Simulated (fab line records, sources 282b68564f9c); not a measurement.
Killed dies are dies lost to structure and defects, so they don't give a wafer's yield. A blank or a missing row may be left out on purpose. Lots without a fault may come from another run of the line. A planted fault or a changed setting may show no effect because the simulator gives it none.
A struck lot beside a sound one | flow rit_cmos | 14 steps out of a route of 202
Sound: wafers L137.2, L137.4, L137.5. Struck: wafers L147.3, L147.4, L147.6. The cause comes at the end.
At each step with rows: each side's tool, then ch and its chambers, then its first start. Under that, the readings that differ: sound wafers | struck wafers | difference of the means | sigmas: that difference in standard deviations of wafers without a fault.
alike: readings whose means differ by less than 2 such deviations, and words and numbers that are the same on both sides. not compared: withheld readings, readings that some wafer has no value for, bounds like >300 that may hide the same value, and numbers for which the record gives no deviation and whose values overlap.
The two part at a step that has a row with sigmas, a row that says differs or no value, or rows on one side only. Numbers that don't overlap but have no deviation are shown without sigmas and don't part them. A reading that every wafer of one side lacks parts them only if that side has two wafers or more.

first, 2 steps without rows for these wafers: RIT_NLDD_PEB_04; RIT_NLDD_DEVELOP_05 (develop time 50 s).
RIT_NLDD_OVL_MEAS_06:
  sound on overlay-01, day 3 09:10; struck on overlay-01, day 5 11:01
  alike: NLDD_OVL
then, 2 steps without rows for these wafers: RIT_NLDD_HARDBAKE_07 (time 60 s); RIT_NLDD_IMPLANT_08.
RIT_NLDD_STRIP_09: strips in O2, time 180 s.
  sound on plasma_asher-04 ch 0,1, day 3 09:29; struck on plasma_asher-03 ch 0,1, day 5 11:23
  alike: drypump_motor_current_A
  not compared: rf_hours_counter_h
RIT_NLDD_TW_MEAS_10:
  sound on film_metro-04, day 3 09:41; struck on film_metro-01, day 5 11:32
  reading | sound          | struck         | difference | sigmas
  NLDD_TW | 2477 2480 2491 | 2527 2529 2532 | +47        | +2
then, 5 steps without rows for these wafers: RIT_PLDD_HMDS_00 (prime time 60 s); RIT_PLDD_COAT_01 (resist thk 1000 nm); RIT_PLDD_SOFTBAKE_02 (time 60 s); RIT_PLDD_EXPOSE_03 (exposes mask M8, target cd 40900 nm); RIT_PLDD_PEB_04.
RIT_PLDD_DEVELOP_05: develop time 50 s.
  sound on litho_track-03 ch 0, day 3 10:00; struck on litho_track-04, day 5 12:00
  no value came back on the struck wafers for chill_plate_temp_C (C), develop_time_s (s), resist_line_temp_C (C); on the sound wafers chill_plate_temp_C (C) reads 22.95 23.23 22.95
RIT_PLDD_OVL_MEAS_06:
  sound on overlay-01, day 3 10:47; struck on overlay-01, day 5 12:33
  reading       | sound       | struck | difference                    | sigmas
  PLDD_OVL (nm) | 0.8 0.8 1.0 | - - -  | no value on the struck wafers |

WHERE THEY PART
First at RIT_NLDD_TW_MEAS_10; last, within this record, at RIT_PLDD_OVL_MEAS_06.

WHY: what the simulator had put in
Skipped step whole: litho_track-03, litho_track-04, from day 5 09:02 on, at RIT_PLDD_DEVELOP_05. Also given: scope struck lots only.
